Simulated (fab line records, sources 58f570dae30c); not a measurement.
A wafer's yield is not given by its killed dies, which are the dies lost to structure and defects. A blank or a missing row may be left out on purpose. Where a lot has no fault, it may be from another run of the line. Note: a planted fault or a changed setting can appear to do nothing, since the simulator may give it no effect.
The tool behind it: which one? | flow berkeleyCmos170 | 18 wafers from 6 lots sampled at 2 of the route's 331 steps

== WHAT THE GAUGES SHOWED, per wafer ==
UCB170_GATE_CD_MEAS_12 targets a cd of 350 nm.
lot  | measured    | on       | cdNm (nm)
L172 | day 5 12:55 | cdSem-01 | 350.0 350.1 350.2
L176 | day 6 19:47 | cdSem-01 | 349.5 347.0 346.8
L177 | day 7 05:54 | cdSem-01 | 349.8 349.7 351.3
L181 | day 7 13:34 | cdSem-01 | 350.9 350.4 350.1
L184 | day 8 11:53 | cdSem-01 | 349.4 348.2 349.3
L189 | day 9 19:39 | cdSem-02 | 325.9 317.4 333.9

== EACH LOT AND THE TOOL THAT RAN IT (in order: tool; ch and the chambers of the sampled wafers; start) ==
lot  | UCB170_GATE_EXPOSE_09
L172 | krfScanner-02 ch 0, day 5 12:17
L176 | krfScanner-01 ch 0, day 6 18:49
L177 | krfScanner-02 ch 0, day 7 05:11
L181 | krfScanner-02 ch 0, day 7 13:11
L184 | krfScanner-02 ch 0, day 8 11:20
L189 | krfScanner-02 ch 0, day 9 19:15
- UCB170_GATE_EXPOSE_09: exposes mask POLY, target cd 350 nm.

== THE ANSWER, worked out from the rows above alone ==
Rule: usual is defined by the lots themselves. Put in order of their means at a reading, lots are off if they are a third of the lots or fewer, leave a main group of 4 or more, and stand apart from it by a gap of 3 or more times the standard deviation of the main group's means; of several such gaps the widest counts. A main group is skipped when, at the precision printed for the reading in the tables above, its means are all equal. A lot without any number at a reading at which 4 lots or more have one is off too. The other lots that the step has rows for count as sound.
Off: L189, at UCB170_GATE_CD_MEAS_12 (cdNm). The main group has a mean of 349.5 nm with a standard deviation of 1.
A tool fits if, at a process step before that reading, it ran every lot that is off, and no sound lot after the first of them. Gauges at UCB170_GATE_CD_MEAS_12: tried the same way as those tools. This does not decide it: 2 tools fit, namely krfScanner-02 at UCB170_GATE_EXPOSE_09 and cdSem-02 at UCB170_GATE_CD_MEAS_12.

== WHAT WAS PUT IN BY THE SIMULATOR ==
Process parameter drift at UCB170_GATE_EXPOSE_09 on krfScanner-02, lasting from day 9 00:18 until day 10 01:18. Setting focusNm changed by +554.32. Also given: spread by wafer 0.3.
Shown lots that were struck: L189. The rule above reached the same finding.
